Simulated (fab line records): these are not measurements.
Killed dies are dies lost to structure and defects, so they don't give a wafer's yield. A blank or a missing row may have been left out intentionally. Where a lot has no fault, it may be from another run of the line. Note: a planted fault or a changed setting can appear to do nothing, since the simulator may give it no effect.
The tool behind it: which one?	flow ritCmos	at 1 step of a route of 202, 6 lots with 18 wafers sampled

WHAT THE GAUGES READ, wafer by wafer
RIT_ACTIVE_BOW_MEAS_00.
lot	measured	on	INCOMING_BOW (um)
L219	day 1 20:02	filmMetro-03	6 7 10
L221	day 2 06:00	filmMetro-03	-7 4 -1
L229	day 3 22:01	filmMetro-01	0 7 2
L232	day 4 13:00	filmMetro-03	8 3 5
L236	day 5 09:02	filmMetro-03	-3 1 3
L239	day 6 00:02	filmMetro-01	-4 -6 1

TOOL THAT RAN EACH LOT (tool first, then ch and the chambers of the sampled wafers, then the start)
Before these readings, the record contains no process step.

THE ANSWER, worked out from the rows above alone
Rule: what is usual is taken from the lots themselves. The widest of any qualifying gaps counts: lots, ordered by their means at a reading, are off when they make up no more than a third of the lots, leave a main group of 4 or more, and stand apart from it by 3 or more times the standard deviation of that group's means. The tables above print the reading to a certain number of digits; a main group whose means all agree to those digits is not used. A lot without any number at a reading at which 4 lots or more have one is off too. All remaining lots with rows at the step are treated as sound.
Across all readings shown, no lot is off: no conclusion can be drawn from this.

WHAT THE SIMULATOR HAD PUT IN
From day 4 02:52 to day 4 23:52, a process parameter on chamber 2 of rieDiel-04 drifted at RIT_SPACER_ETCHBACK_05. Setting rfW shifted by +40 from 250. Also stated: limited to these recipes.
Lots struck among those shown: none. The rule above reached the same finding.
